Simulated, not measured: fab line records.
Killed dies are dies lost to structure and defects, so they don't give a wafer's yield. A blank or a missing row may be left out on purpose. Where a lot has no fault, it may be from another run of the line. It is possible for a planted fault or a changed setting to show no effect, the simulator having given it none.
Which tool was responsible? :: flow berkeley_cmos170 :: 15 lots with 45 wafers sampled at 2 steps, on a route of 331 steps

## WHAT EACH GAUGE READ, for each wafer
UCB170_ACTIVE_THK_MEAS_06.
lot: L429
measured: day 4 12:37
on: film_metro-01
ACTIVE_NITRIDE_THK (nm): 220.1 219.6 219.0

lot: L431
measured: day 5 06:19
on: film_metro-01
ACTIVE_NITRIDE_THK (nm): 221.8 222.5 222.8

lot: L432
measured: day 5 12:04
on: film_metro-01
ACTIVE_NITRIDE_THK (nm): 220.8 221.8 220.5

lot: L433
measured: day 5 12:02
on: film_metro-03
ACTIVE_NITRIDE_THK (nm): 219.5 219.0 218.8

lot: L434
measured: day 6 03:59
on: film_metro-01
ACTIVE_NITRIDE_THK (nm): 220.3 220.3 219.7

lot: L435
measured: day 6 06:04
on: film_metro-03
ACTIVE_NITRIDE_THK (nm): 440.0 437.9 437.6

lot: L436
measured: day 6 04:01
on: film_metro-04
ACTIVE_NITRIDE_THK (nm): 221.1 219.6 219.6

lot: L438
measured: day 6 13:56
on: film_metro-03
ACTIVE_NITRIDE_THK (nm): 218.9 216.7 220.7

lot: L439
measured: day 6 13:58
on: film_metro-04
ACTIVE_NITRIDE_THK (nm): 220.7 219.4 218.7

lot: L440
measured: day 6 17:40
on: film_metro-01
ACTIVE_NITRIDE_THK (nm): 438.3 436.8 440.4

lot: L442
measured: day 7 14:57
on: film_metro-04
ACTIVE_NITRIDE_THK (nm): 442.7 443.7 442.3

lot: L447
measured: day 8 17:55
on: film_metro-03
ACTIVE_NITRIDE_THK (nm): 226.9 225.4 227.6

lot: L448
measured: day 8 17:54
on: film_metro-04
ACTIVE_NITRIDE_THK (nm): 220.5 224.4 222.5

lot: L450
measured: day 9 01:19
on: film_metro-03
ACTIVE_NITRIDE_THK (nm): 221.5 222.0 223.5

lot: L451
measured: day 9 01:25
on: film_metro-04
ACTIVE_NITRIDE_THK (nm): 221.6 220.5 219.5

## TOOL THAT RAN EACH LOT (tool first, then ch and the chambers of the sampled wafers, then the start)
lot: L429
UCB170_ACTIVE_CVD_05: lpcvd-02 ch 0, day 4 10:42

lot: L431
UCB170_ACTIVE_CVD_05: lpcvd-01 ch 0, day 5 04:22

lot: L432
UCB170_ACTIVE_CVD_05: lpcvd-01 ch 0, day 5 10:07

lot: L433
UCB170_ACTIVE_CVD_05: lpcvd-01 ch 1, day 5 10:07

lot: L434
UCB170_ACTIVE_CVD_05: lpcvd-02 ch 1, day 6 02:04

lot: L435
UCB170_ACTIVE_CVD_05: lpcvd-02 ch 0, day 6 02:04

lot: L436
UCB170_ACTIVE_CVD_05: lpcvd-02 ch 1, day 6 02:04

lot: L438
UCB170_ACTIVE_CVD_05: lpcvd-01 ch 0, day 6 12:01

lot: L439
UCB170_ACTIVE_CVD_05: lpcvd-01 ch 1, day 6 12:01

lot: L440
UCB170_ACTIVE_CVD_05: lpcvd-01 ch 0, day 6 12:01

lot: L442
UCB170_ACTIVE_CVD_05: lpcvd-01 ch 1, day 7 09:42

lot: L447
UCB170_ACTIVE_CVD_05: lpcvd-02 ch 0, day 8 15:59

lot: L448
UCB170_ACTIVE_CVD_05: lpcvd-02 ch 1, day 8 15:59

lot: L450
UCB170_ACTIVE_CVD_05: lpcvd-02 ch 1, day 8 23:25

lot: L451
UCB170_ACTIVE_CVD_05: lpcvd-02 ch 1, day 8 23:25
- UCB170_ACTIVE_CVD_05: deposits Si3N4 from SiH2Cl2/NH3, target thk 220 nm, time 3300 s.

## AS READ BY THE TOOLS THEMSELVES (means over the sampled wafers that have a number; for cases with no such wafer, the mark the record gives instead)
The record holds no such reading with a usual standard deviation.

## THE ANSWER, worked out from the rows above alone
Rule: what is usual is taken from the lots themselves. The widest of any qualifying gaps counts: lots, ordered by their means at a reading, are off when they make up no more than a third of the lots, leave a main group of 4 or more, and stand apart from it by 3 or more times the standard deviation of that group's means. A main group whose means are all the same, to the digits that the tables above print for the reading, isn't used. Also off: a lot with no number at a reading for which 4 or more lots have one. Any other lot the step has rows for is counted as sound. The gauges are gone through in route order, then the tools' own readings, and for those a lot's mean is taken as printed above. At the first step where some lot is off, the reading lying furthest off is the one used; lots without a number count as furthest.
Off: L435, L440, L442, at UCB170_ACTIVE_THK_MEAS_06 (ACTIVE_NITRIDE_THK). Mean 221.1 nm and standard deviation 2.1 in the main group.
If a tool, at a process step before that reading, ran all the lots that are off and no sound lot after the first of them, it fits. The gauges at UCB170_ACTIVE_THK_MEAS_06 are tried like those tools. None of those tried fits.

## WHAT HAD BEEN PUT IN BY THE SIMULATOR
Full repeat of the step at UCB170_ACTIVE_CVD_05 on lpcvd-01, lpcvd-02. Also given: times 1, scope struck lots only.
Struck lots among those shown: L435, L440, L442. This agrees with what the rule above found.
